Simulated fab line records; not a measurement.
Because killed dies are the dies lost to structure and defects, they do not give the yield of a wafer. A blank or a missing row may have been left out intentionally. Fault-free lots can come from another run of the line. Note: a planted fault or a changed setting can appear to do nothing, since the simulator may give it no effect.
Problem report, 8D (eight disciplines) form, completed by code | flow rit-cmos | the parts of the form that need people (team, actions taken, sign-off) are left out

== 1. PROBLEM STATEMENT ==
Wafers free of any fault read 253 nm (standard deviation 6.4) for FIELD_OXIDE_LEFT_2_THK at RIT_FOX2_THK_MEAS_91, against a mean of 316 nm on 6 wafers of 2 lots. That puts it +9.9 standard deviations away from the usual mean.
Seen first at day 4 16:41 on film-metro-02, wafer L296.1. The record holds 42 wafers of 14 lots with a number at this step. By rule, "out" or "out of limits" means more than 4 standard deviations away from the usual mean. The other wafers with a number count as sound.

== 2. WHAT IT IS AND WHAT IT IS NOT ==
question                    | is                           | is not
which readings at this step | FIELD_OXIDE_LEFT_2_THK       | -
which lots                  | L296, L297                   | L285, L286, L287, L288, L298, L299, L300, L301, L302, L305, L306, L308
which wafers of those lots  | all that have a number       | -
read on which gauges        | film-metro-02, film-metro-04 | film-metro-03
when                        | from day 4 16:41             | up to then (12 sound wafers); but 24 sound wafers of L298, L299, L300, L301, L302, L305, L306, L308 came after

== 3. THE SUSPECTS, EACH WITH WHAT RULES IT OUT ==
Counting: a tool at a process step up to the reading stays a suspect if it ran every lot that is out and no sound lot after the first of them.
- the gauge at RIT_FOX2_THK_MEAS_91 is ruled out. The wafers that are out were read on 2 gauges (film-metro-02, film-metro-04).
- wet-bench-03 at RIT_GATE_WET_ETCH_00 (etches SiO2 in BOE, target depth 56 nm, time 60 s): ruled out as a lasting fault. Following L296 (day 4 16:15), the first lot on it that is out, the sound lots L302, L308 were run on it.
Left after counting: nothing in the record.

== 4. THE CAUSE (what the simulator had put in) ==
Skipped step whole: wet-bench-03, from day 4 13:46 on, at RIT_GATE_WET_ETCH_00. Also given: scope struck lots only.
The count ruled it out by mistake, since the rule takes a fault to strike every lot its tool runs from the start of the fault on, and this one did not do so.

== 5. THE CHAIN OF EFFECTS, in route order ==
Each row: a reading whose mean over the struck wafers that have a number lies more than 3 standard deviations from the usual. Only readings whose record carries a usual standard deviation are examined. hours: median over the lots of the time between each lot's start at the first step of this table that gives one and its start at this step. sigmas: the change, counted in usual standard deviations.
hours | step                 | reading                | usual  | on struck wafers | change | sigmas
0     | RIT_FOX2_THK_MEAS_91 | FIELD_OXIDE_LEFT_2_THK | 253 nm | 316              | +63    | +9.9
Readings that are blank on the struck wafers while sound wafers have them: bath-heat-duty-pct at RIT_GATE_WET_ETCH_00; run-length-s at RIT_GATE_WET_ETCH_00.

== 6. WHAT WOULD HAVE CAUGHT IT SOONER ==
In this record the first reading out of limits at a measuring or inspecting step was taken at day 4 16:41, 3 hours after the fault began at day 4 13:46.
At RIT_GATE_WET_ETCH_00 the tool's readings are blank on the struck wafers, where sound wafers have them: an empty tool record is the first sign, and it was there at once.
